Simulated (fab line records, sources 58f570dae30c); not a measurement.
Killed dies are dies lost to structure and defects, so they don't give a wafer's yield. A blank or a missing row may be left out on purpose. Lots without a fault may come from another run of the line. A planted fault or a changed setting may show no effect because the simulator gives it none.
Which tool did it? | flow berkeley_cmos170 | 14 lots, 42 wafers sampled, at 6 steps of a route of 331

WHAT THE GAUGES READ, wafer by wafer
UCB170_PSD_TW_MEAS_10.
lot  | measured     | on            | PSD_TW
L857 | day 7 21:07  | film_metro-02 | 2321 2306 2315
L859 | day 8 13:09  | film_metro-03 | 2338 2345 2333
L862 | day 9 08:28  | film_metro-01 | 2346 2351 2364
L863 | day 9 08:44  | film_metro-03 | 2321 2332 2334
L861 | day 9 09:01  | film_metro-02 | 2320 2306 2307
L865 | day 9 09:13  | film_metro-02 | 2290 2292 2297
L860 | day 9 09:28  | film_metro-02 | 2303 2308 2303
L867 | day 9 14:20  | film_metro-02 | 2308 2304 2304
L870 | day 10 16:36 | film_metro-01 | 2341 2342 2334
L871 | day 10 16:44 | film_metro-03 | 2332 2323 2340
L872 | day 10 16:54 | film_metro-01 | 2343 2346 2342
L874 | day 11 11:55 | film_metro-01 | 2479 2466 2479
L876 | day 11 12:09 | film_metro-02 | 2305 2304 2295
L877 | day 12 01:34 | film_metro-01 | 2479 2499 2481

UCB170_SDANNEAL_RS_MEAS_02: measures by four-point-probe.
lot  | measured     | on            | PSD_RS (ohm/sq)
L857 | day 8 01:46  | film_metro-01 | 75.9 75.9 75.4
L859 | day 8 15:56  | film_metro-02 | 75.8 75.4 75.5
L862 | day 9 11:56  | film_metro-02 | 75.2 75.1 75.2
L863 | day 9 12:48  | film_metro-02 | 75.8 75.7 75.5
L861 | day 9 12:59  | film_metro-03 | 74.7 74.8 74.4
L865 | day 9 13:25  | film_metro-01 | 75.8 75.8 76.0
L860 | day 9 13:45  | film_metro-03 | 75.5 75.4 75.3
L867 | day 9 20:07  | film_metro-02 | 75.6 75.8 75.7
L870 | day 11 00:06 | film_metro-03 | 74.9 75.3 74.8
L871 | day 11 00:13 | film_metro-02 | 75.3 75.8 75.5
L872 | day 11 00:08 | film_metro-01 | 75.1 75.3 75.3
L874 | day 11 16:05 | film_metro-03 | 65.2 65.2 65.4
L876 | day 11 16:39 | film_metro-01 | 75.3 75.1 75.4
L877 | day 12 04:56 | film_metro-03 | 65.2 65.2 65.3

UCB170_SILICIDE_THK_MEAS_03: measures by xrf.
lot  | measured     | on            | SILICIDE_TI_THK (nm)
L857 | day 8 02:27  | film_metro-04 | 28.9 28.7 29.0
L859 | day 8 16:37  | film_metro-01 | 28.3 27.9 28.5
L862 | day 9 12:37  | film_metro-02 | 29.3 29.3 29.0
L863 | day 9 13:30  | film_metro-04 | 28.6 28.6 28.2
L861 | day 9 13:41  | film_metro-04 | 28.7 28.8 29.0
L865 | day 9 14:05  | film_metro-01 | 28.8 29.0 29.0
L860 | day 9 14:27  | film_metro-04 | 29.5 29.3 29.5
L867 | day 9 20:49  | film_metro-04 | 28.6 28.8 28.5
L870 | day 11 00:49 | film_metro-04 | 29.0 28.2 28.7
L871 | day 11 00:55 | film_metro-02 | 28.1 28.0 28.4
L872 | day 11 00:50 | film_metro-01 | 29.1 29.5 29.8
L874 | day 11 16:47 | film_metro-04 | 29.3 29.5 29.6
L876 | day 11 17:21 | film_metro-01 | 28.2 28.3 28.2
L877 | day 12 05:38 | film_metro-01 | 29.3 29.0 29.4

UCB170_M3_RS_MEAS_02: measures by four-point-probe.
lot  | measured     | on            | M3_AL_RS (ohm/sq)
L857 | day 8 19:19  | film_metro-03 | 0.03192 0.03175 0.0319
L859 | day 9 12:49  | film_metro-03 | 0.03191 0.0319 0.03184
L862 | day 10 05:01 | film_metro-03 | 0.03199 0.03186 0.0326
L863 | day 10 09:52 | film_metro-03 | 0.03156 0.03194 0.03203
L861 | day 10 10:24 | film_metro-03 | 0.03173 0.03158 0.0318
L865 | day 10 10:08 | film_metro-01 | 0.03199 0.03202 0.03227
L860 | day 10 11:50 | film_metro-02 | 0.03181 0.03212 0.03232
L867 | day 10 15:10 | film_metro-03 | 0.03178 0.03179 0.03239
L870 | day 11 20:41 | film_metro-01 | 0.03227 0.03219 0.03211
L871 | day 11 20:24 | film_metro-01 | 0.03225 0.03208 0.03194
L872 | day 11 21:12 | film_metro-03 | 0.03222 0.03256 0.03229
L874 | day 12 13:44 | film_metro-03 | 0.03159 0.03166 0.03151
L876 | day 12 14:37 | film_metro-02 | 0.03249 0.03231 0.03238
L877 | day 13 00:19 | film_metro-03 | 0.03203 0.03173 0.03225

WHICH TOOL RAN EACH LOT (tool, then ch and the chambers of the sampled wafers, then the start)
lot  | UCB170_PSD_IMPLANT_08           | UCB170_PSD_STRIP_09
L857 | implanter-02 ch 0, day 7 20:54  | plasma_asher-03 ch 0,1, day 7 21:02
L859 | implanter-03 ch 0, day 8 12:56  | plasma_asher-03 ch 0,1, day 8 13:04
L862 | implanter-03 ch 0, day 9 08:14  | plasma_asher-03 ch 0,1, day 9 08:22
L863 | implanter-01 ch 0, day 9 08:29  | plasma_asher-02 ch 0,1, day 9 08:38
L861 | implanter-01 ch 0, day 9 08:47  | plasma_asher-03 ch 0,1, day 9 08:55
L865 | implanter-03 ch 0, day 9 09:00  | plasma_asher-02 ch 0,1, day 9 09:08
L860 | implanter-01 ch 0, day 9 09:13  | plasma_asher-02 ch 0,1, day 9 09:22
L867 | implanter-03 ch 0, day 9 14:05  | plasma_asher-04 ch 0,1, day 9 14:14
L870 | implanter-01 ch 0, day 10 16:21 | plasma_asher-03 ch 0,1, day 10 16:30
L871 | implanter-03 ch 0, day 10 16:29 | plasma_asher-02 ch 0,1, day 10 16:38
L872 | implanter-02 ch 0, day 10 16:41 | plasma_asher-04 ch 0,1, day 10 16:49
L874 | implanter-01 ch 0, day 11 11:40 | plasma_asher-04 ch 0,1, day 11 11:49
L876 | implanter-03 ch 0, day 11 11:54 | plasma_asher-02 ch 0,1, day 11 12:03
L877 | implanter-01 ch 0, day 12 01:19 | plasma_asher-02 ch 0,1, day 12 01:28
- UCB170_PSD_IMPLANT_08
- UCB170_PSD_STRIP_09: strips in O2.

WHAT THE TOOLS THEMSELVES READ (means of the sampled wafers that have a number; where no wafer has one, the mark that the record gives instead)
UCB170_PSD_IMPLANT_08.
lot  | tool         | dose_ions_cm2 | faraday_current_uA | tilt_deg (degrees)
L857 | implanter-02 | 3.000e+15     | 9152               | 7.013
L859 | implanter-03 | 3.002e+15     | 9400               | 6.971
L862 | implanter-03 | 2.999e+15     | 9180               | 6.990
L863 | implanter-01 | 2.999e+15     | 9364               | 7.007
L861 | implanter-01 | 3.001e+15     | 9321               | 7.012
L865 | implanter-03 | 3.002e+15     | 9144               | 7.009
L860 | implanter-01 | 3.003e+15     | 9258               | 7.012
L867 | implanter-03 | 3.001e+15     | 9382               | 7.034
L870 | implanter-01 | 3.003e+15     | 9294               | 6.999
L871 | implanter-03 | 2.995e+15     | 9296               | 6.997
L872 | implanter-02 | 2.997e+15     | 9296               | 6.991
L874 | implanter-01 | 3.600e+15     | 10939              | 7.015
L876 | implanter-03 | 3.004e+15     | 9299               | 6.991
L877 | implanter-01 | 3.598e+15     | 11004              | 6.979

UCB170_PSD_STRIP_09.
lot  | tool            | drypump_motor_current_A (A) | oes_product_au (a.u.) | strip_time_to_endpoint_s (s)
L857 | plasma_asher-03 | 5.4                         | 0.598                 | 29.37
L859 | plasma_asher-03 | 5.4                         | 0.602                 | 29.48
L862 | plasma_asher-03 | 5.5                         | 0.593                 | 29.55
L863 | plasma_asher-02 | 6.2                         | 0.598                 | 29.48
L861 | plasma_asher-03 | 5.4                         | 0.600                 | 29.55
L865 | plasma_asher-02 | 6.1                         | 0.601                 | 29.45
L860 | plasma_asher-02 | 6.1                         | 0.595                 | 29.41
L867 | plasma_asher-04 | 6.4                         | 0.601                 | 29.50
L870 | plasma_asher-03 | 5.5                         | 0.601                 | 29.58
L871 | plasma_asher-02 | 6.1                         | 0.597                 | 29.48
L872 | plasma_asher-04 | 6.3                         | 0.595                 | 29.53
L874 | plasma_asher-04 | 6.4                         | 0.573                 | 31.53
L876 | plasma_asher-02 | 6.2                         | 0.598                 | 29.51
L877 | plasma_asher-02 | 6.1                         | 0.575                 | 31.67

THE ANSWER, worked out from the rows above alone
Rule: what is usual is taken from the lots themselves. Put in order of their means at a reading, lots are off if they are a third of the lots or fewer, leave a main group of 4 or more, and stand apart from it by a gap of 3 or more times the standard deviation of the main group's means; of several such gaps the widest counts. A main group whose means are all the same, to the digits that the tables above print for the reading, isn't used. A lot without any number at a reading at which 4 lots or more have one is off too. The other lots that the step has rows for count as sound. The gauges are gone through in route order, then the tools' own readings, and for those a lot's mean is taken as printed above. The first step at which some lot is off is used, and at that step the reading that is off furthest; a lot without a number counts as furthest.
Off: L874, L877, at UCB170_PSD_TW_MEAS_10 (PSD_TW). The main group: mean 2322, standard deviation 19.
A tool fits if, at a process step before that reading, it ran every lot that is off, and no sound lot after the first of them. The gauges at UCB170_PSD_TW_MEAS_10 aren't tried: what is off there is off at UCB170_SDANNEAL_RS_MEAS_02 too, on other tools, and a gauge's error can't cause that. One fits: implanter-01 at UCB170_PSD_IMPLANT_08. Its last sound lot is L870 (day 10 16:21), its first lot that is off L874 (day 11 11:40): a fault that began between those two fits.
The tool's own readings at UCB170_PSD_IMPLANT_08 bear it out: on the lots that are off they differ by more than 5 times the standard deviation of the sound lots' means. dose_ions_cm2 reads 3.599e+15 there against 3.000e+15 on the sound lots; faraday_current_uA reads 10972 there against 9282 on the sound lots.

WHAT THE SIMULATOR HAD PUT IN
Process parameter drift: implanter-01, from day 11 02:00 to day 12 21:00, at UCB170_PSD_IMPLANT_08. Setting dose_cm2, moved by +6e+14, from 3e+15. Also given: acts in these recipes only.
Lots struck among those shown: L874, L877. The rule above found the same.
